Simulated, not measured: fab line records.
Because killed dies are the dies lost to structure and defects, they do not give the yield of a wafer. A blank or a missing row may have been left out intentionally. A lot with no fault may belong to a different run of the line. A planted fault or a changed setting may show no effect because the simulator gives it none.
Split-lot study | flow rit_cmos | 23 wafers read from 5 lots, route of 202 steps

== THE SPLIT ==
At RIT_PWELL_IMPLANT_08, the setting dose_cm2 was moved away from the recipe's 7e+13 on 8 of the 23 wafers read, by -3.5% to +6.3%. The other wafers ran this setting at the recipe's value.

== FROM THE SPLIT TO THE READING: what the file shows between them, 3 steps ==
- RIT_PWELL_STRIP_09: strips in O2, time 180 s
- RIT_PWELL_TW_MEAS_10
- RIT_WELLDRIVE_ANNEAL_00: time 14700 s

== THE READING ==
At RIT_WELLDRIVE_RS_MEAS_02, a four-point-probe measurement gives PWELL_RS in ohm/sq. A value of 429.4 ohm/sq with a standard deviation of 1.3 ohm/sq is what fault-free wafers of this fab line usually give.

wafer  | tool, chamber at the split | dose_cm2 as run | against the recipe | PWELL_RS, ohm/sq | against lot-mates on the recipe
L074.1 | implanter-01, 0            | 7.142e+13       | +2.0%              | 423.3            | -6.0
L074.2 | implanter-01, 0            | 7.142e+13       | +2.0%              | 424.5            | -4.8
L074.3 | implanter-01, 0            | 7e+13           | recipe             | 428.9            | -
L074.5 | implanter-01, 0            | 7e+13           | recipe             | 429.4            | -
L074.6 | implanter-01, 0            | 7e+13           | recipe             | 429.5            | -
L078.1 | implanter-01, 0            | 7e+13           | recipe             | 426.8            | -
L078.3 | implanter-01, 0            | 7.443e+13       | +6.3%              | 413.0            | -14.5
L078.4 | implanter-01, 0            | 7e+13           | recipe             | 427.5            | -
L078.5 | implanter-01, 0            | 7.443e+13       | +6.3%              | 411.5            | -16.0
L078.6 | implanter-01, 0            | 7e+13           | recipe             | 428.2            | -
L079.1 | implanter-01, 0            | 7e+13           | recipe             | 428.4            | -
L079.4 | implanter-01, 0            | 7e+13           | recipe             | 429.2            | -
L079.5 | implanter-01, 0            | 7e+13           | recipe             | 428.7            | -
L082.2 | implanter-01, 0            | 7e+13           | recipe             | 428.5            | -
L082.3 | implanter-01, 0            | 6.837e+13       | -2.3%              | 435.1            | +6.0
L082.4 | implanter-01, 0            | 7e+13           | recipe             | 429.2            | -
L082.5 | implanter-01, 0            | 6.837e+13       | -2.3%              | 436.8            | +7.7
L082.6 | implanter-01, 0            | 7e+13           | recipe             | 429.5            | -
L085.1 | implanter-03, 0            | 6.757e+13       | -3.5%              | 437.8            | +8.7
L085.2 | implanter-03, 0            | 6.757e+13       | -3.5%              | 438.8            | +9.7
L085.3 | implanter-03, 0            | 7e+13           | recipe             | 429.0            | -
L085.4 | implanter-03, 0            | 7e+13           | recipe             | 429.3            | -
L085.6 | implanter-03, 0            | 7e+13           | recipe             | 428.9            | -

FIT RESULTS
A straight line over all 23 wafers: PWELL_RS changes by -2.67 ohm/sq for each +1% of dose_cm2; r = -0.99; the points scatter about the line by 0.82 ohm/sq.
The same after taking each lot's own level away (the mean of its wafers on the recipe; 23 wafers): -2.53 ohm/sq for each +1%; r = -0.99; scatter 0.65 ohm/sq.
That fit puts the effect of the largest move of dose_cm2 on the reading at 16 ohm/sq.
From 427.50 to 429.27 ohm/sq: that is the span of the lots' own levels, equal to 1.4 times the standard deviation above.
Hence the lot-to-lot level has little effect on the slope; both slopes agree.
Check: -16.6 ohm/sq against its lot-mates is what the line predicts for one of the wafers moved furthest among these (+6.3%) when that wafer is left out of the fit. It came out at -14.5 ohm/sq against them.

== OTHER SPLITS APPLIED TO THESE WAFERS ==
Before the reading, these wafers also passed through other splits. Each is held against what the fit with the lots' levels taken away leaves over:
other split on the same wafers    | wafers away from the commonest value | r with PWELL_RS (lot level and that fit taken away)
RIT_ACTIVE_OXIDATION_01 temp_c    | 10                                   | -0.03
RIT_ACTIVE_EXPOSE_08 dose_mj      | 8                                    | -0.14
RIT_ACTIVE_ETCH_13 pressure_mtorr | 18                                   | -0.09
RIT_FOX1_OXIDATION_00 ox_time_s   | 15                                   | +0.06
RIT_FOX2_WET_ETCH_03 time_s       | 15                                   | +0.11
RIT_NWELL_IMPLANT_08 energy_kev   | 11                                   | +0.03

== THE WHOLE CHAIN: every reading that the file lists as answering this split, in the file's order ==
step                     | what it does                 | reading  | change (the file's fit)           | r (the file's)
RIT_PWELL_TW_MEAS_10     |                              | PWELL_TW | +2.99 for each +1% of the setting | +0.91
RIT_WELLDRIVE_RS_MEAS_02 | measures by four-point-probe | PWELL_RS | -2.53 for each +1% of the setting | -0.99

== FILE'S OWN FIT ==
PWELL_RS changes by -2.53 ohm/sq for each +1% of dose_cm2, r = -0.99.
